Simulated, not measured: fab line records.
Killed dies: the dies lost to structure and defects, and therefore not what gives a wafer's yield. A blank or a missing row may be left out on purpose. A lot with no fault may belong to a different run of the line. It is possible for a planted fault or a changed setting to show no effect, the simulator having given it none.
Check for tools in common + flow berkeleyCmos170 + 42 wafers sampled across 14 lots

WHY THIS WAS OPENED
At UCB170_SPACER_THK_MEAS_01 the reading SPACER_TEOS_THK is flagged on 2 of 14 lots. Wafers without a fault read 378 nm, standard deviation 5.2.
Rule: a lot gets a flag if all its wafers with a number sit over 4 standard deviations from that mean, or if no wafer of it has a number. The rest of the lots are taken to be sound.

| lot  | measured     | on           | SPACER_TEOS_THK (nm), wafer by wafer | flag    |
|------|--------------|--------------|--------------------------------------|---------|
| L134 | day 6 18:38  | filmMetro-03 | 375 384 375                          |         |
| L135 | day 6 18:53  | filmMetro-03 | 374 373 384                          |         |
| L136 | day 6 21:34  | filmMetro-01 | 375 386 384                          |         |
| L139 | day 7 12:29  | filmMetro-01 | 373 378 375                          |         |
| L140 | day 7 17:53  | filmMetro-01 | 370 380 381                          |         |
| L141 | day 8 07:41  | filmMetro-03 | 372 381 384                          |         |
| L142 | day 8 15:21  | filmMetro-03 | 374 378 375                          |         |
| L144 | day 9 02:44  | filmMetro-04 | 377 374 375                          |         |
| L146 | day 9 03:07  | filmMetro-01 | 604 615 620                          | FLAGGED |
| L148 | day 9 18:43  | filmMetro-03 | 607 621 615                          | FLAGGED |
| L153 | day 10 11:23 | filmMetro-01 | 374 376 386                          |         |
| L152 | day 10 11:51 | filmMetro-04 | 375 370 378                          |         |
| L154 | day 10 12:03 | filmMetro-03 | 378 375 380                          |         |
| L155 | day 10 17:12 | filmMetro-01 | 380 381 380                          |         |
On average the flagged lots' numbers are 614 nm, which is +236 nm against the usual, or +45 standard deviations.

WHICH TOOL RAN EACH LOT
The record keeps 1 process step preceding the reading, out of 331 steps on the route. Cell contents, in order: the tool; ch with the chambers the sampled wafers went through; the start.
| lot  | flag    | UCB170_SPACER_CVD_00            |
|------|---------|---------------------------------|
| L134 |         | pecvd-02 ch 0,1,2, day 6 18:36  |
| L135 |         | pecvd-01 ch 1,2, day 6 18:50    |
| L136 |         | pecvd-01 ch 1,2, day 6 21:31    |
| L139 |         | pecvd-02 ch 1,2, day 7 12:25    |
| L140 |         | pecvd-03 ch 0,2, day 7 17:50    |
| L141 |         | pecvd-02 ch 1,2, day 8 07:38    |
| L142 |         | pecvd-03 ch 0,1, day 8 15:17    |
| L144 |         | pecvd-01 ch 1,2, day 9 02:41    |
| L146 | FLAGGED | pecvd-03 ch 0,2, day 9 03:04    |
| L148 | FLAGGED | pecvd-03 ch 0,2, day 9 18:40    |
| L153 |         | pecvd-02 ch 0,1,2, day 10 11:20 |
| L152 |         | pecvd-01 ch 1,2, day 10 11:48   |
| L154 |         | pecvd-02 ch 0,1,2, day 10 12:00 |
| L155 |         | pecvd-02 ch 0,1,2, day 10 17:10 |
What the steps here do:
- UCB170_SPACER_CVD_00: deposits SiO2 from TEOS/O2, target thk 376 nm, time 47 s.
- UCB170_SPACER_THK_MEAS_01

FLAGGED OVER TOTAL, TOOL BY TOOL (the gauges that took the reading come last)
| step                      | tool         | lots run | flagged | share of the flagged lots | sound lots run after its first flagged lot |
|---------------------------|--------------|----------|---------|---------------------------|--------------------------------------------|
| UCB170_SPACER_CVD_00      | pecvd-01     | 4        | 0       | none                      | -                                          |
| UCB170_SPACER_CVD_00      | pecvd-02     | 6        | 0       | none                      | -                                          |
| UCB170_SPACER_CVD_00      | pecvd-03     | 4        | 2       | all                       | 0                                          |
| UCB170_SPACER_THK_MEAS_01 | filmMetro-01 | 6        | 1       | some                      | 2 (L153,L155)                              |
| UCB170_SPACER_THK_MEAS_01 | filmMetro-03 | 6        | 1       | some                      | 1 (L154)                                   |
| UCB170_SPACER_THK_MEAS_01 | filmMetro-04 | 2        | 0       | none                      | -                                          |

WHAT THE TABLE ALLOWS
1 row of the table ran every flagged lot: pecvd-03 at UCB170_SPACER_CVD_00.
- pecvd-03 at UCB170_SPACER_CVD_00 ran 4 lots, 2 of them flagged. A fault beginning between L142 (day 8 15:17), its last sound lot, and L146 (day 9 03:04), its first flagged one, fits the data.
Just one tool remains: pecvd-03 at UCB170_SPACER_CVD_00.

WHAT WAS PUT IN BY THE SIMULATOR
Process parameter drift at UCB170_SPACER_CVD_00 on pecvd-03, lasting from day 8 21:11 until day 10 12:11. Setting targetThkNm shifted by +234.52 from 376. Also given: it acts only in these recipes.
Shown lots that were struck: L146, L148. The same result came from the rule above.
